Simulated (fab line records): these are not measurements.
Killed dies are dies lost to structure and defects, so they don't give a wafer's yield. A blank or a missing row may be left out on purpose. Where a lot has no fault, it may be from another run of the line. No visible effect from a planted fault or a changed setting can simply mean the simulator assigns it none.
Which tool is to blame? | flow berkeley_cmos170 | 7 lots with 21 wafers sampled at 5 steps, on a route of 331 steps

WHAT THE GAUGES SHOWED, per wafer
UCB170_M1_CD_MEAS_90: target cd 700 nm.
lot  | measured     | on        | cd_nm (nm)
L408 | day 8 20:26  | cd_sem-01 | 701.7 698.6 700.7
L411 | day 9 18:17  | cd_sem-01 | 694.6 693.5 697.8
L416 | day 10 06:47 | cd_sem-01 | 697.9 694.9 698.3
L417 | day 10 23:45 | cd_sem-02 | 699.5 698.0 699.5
L419 | day 11 00:43 | cd_sem-01 | 687.1 686.5 686.5
L423 | day 11 12:14 | cd_sem-02 | 703.5 702.1 702.9
L427 | day 12 10:23 | cd_sem-02 | 698.2 700.6 700.3

WHICH TOOL RAN EACH LOT (tool, then ch and the chambers of the sampled wafers, then the start)
lot  | UCB170_SDANNEAL_RTA_00           | UCB170_M1_ETCH_11                  | UCB170_M1_METAL_ETCH_12           | UCB170_M1_STRIP_13
L408 | rtp_anneal-02 ch 0, day 8 11:32  | rie_diel-04 ch 0,3, day 8 20:09    | rie_metal-02 ch 0,1, day 8 20:12  | plasma_asher-03 ch 0,1, day 8 20:20
L411 | rtp_anneal-02 ch 0, day 9 10:23  | rie_diel-03 ch 2,3, day 9 17:58    | rie_metal-04 ch 0,1, day 9 18:03  | plasma_asher-03 ch 0,1, day 9 18:10
L416 | rtp_anneal-02 ch 0, day 9 20:35  | rie_diel-03 ch 1,2,3, day 10 06:30 | rie_metal-04 ch 0,1, day 10 06:32 | plasma_asher-01 ch 1, day 10 06:40
L417 | rtp_anneal-02 ch 0, day 10 13:40 | rie_diel-03 ch 0,1,2, day 10 23:20 | rie_metal-02 ch 0, day 10 23:23   | plasma_asher-04 ch 0,1, day 10 23:39
L419 | rtp_anneal-01 ch 0, day 10 15:33 | rie_diel-02 ch 1,2,3, day 11 00:17 | rie_metal-02 ch 0, day 11 00:22   | plasma_asher-04 ch 0,1, day 11 00:35
L423 | rtp_anneal-02 ch 0, day 11 04:33 | rie_diel-04 ch 0,1,2, day 11 11:55 | rie_metal-03 ch 0,1, day 11 11:59 | plasma_asher-04 ch 0,1, day 11 12:07
L427 | rtp_anneal-02 ch 0, day 12 01:55 | rie_diel-04 ch 0,1, day 12 10:05   | rie_metal-03 ch 0,1, day 12 10:08 | plasma_asher-04 ch 0,1, day 12 10:16
- UCB170_SDANNEAL_RTA_00: time 10 s.
- UCB170_M1_ETCH_11: etches BARC in N2/H2.
- UCB170_M1_METAL_ETCH_12: etches Al in Cl2/BCl3, stops on PSG, target depth 780 nm, time 130 s.
- UCB170_M1_STRIP_13: strips in O2.

THE ANSWER, worked out from the rows above alone
Rule: the lots themselves supply what counts as usual. Put in order of their means at a reading, lots are off if they are a third of the lots or fewer, leave a main group of 4 or more, and stand apart from it by a gap of 3 or more times the standard deviation of the main group's means; of several such gaps the widest counts. A main group is skipped when, at the precision printed for the reading in the tables above, its means are all equal. Also off: a lot with no number at a reading for which 4 or more lots have one. The other lots that the step has rows for count as sound.
Off, at UCB170_M1_CD_MEAS_90 on cd_nm: L419. Mean 699.0 nm and standard deviation 2.4 in the main group.
A tool fits if, at a process step before that reading, it ran every lot that is off, and no sound lot after the first of them. The gauges at UCB170_M1_CD_MEAS_90 are tried like those tools. Can't be told from this: 4 tools fit, rtp_anneal-01 at UCB170_SDANNEAL_RTA_00, rie_diel-02 at UCB170_M1_ETCH_11, rie_metal-02 at UCB170_M1_METAL_ETCH_12, cd_sem-01 at UCB170_M1_CD_MEAS_90.

WHAT WAS PUT IN BY THE SIMULATOR
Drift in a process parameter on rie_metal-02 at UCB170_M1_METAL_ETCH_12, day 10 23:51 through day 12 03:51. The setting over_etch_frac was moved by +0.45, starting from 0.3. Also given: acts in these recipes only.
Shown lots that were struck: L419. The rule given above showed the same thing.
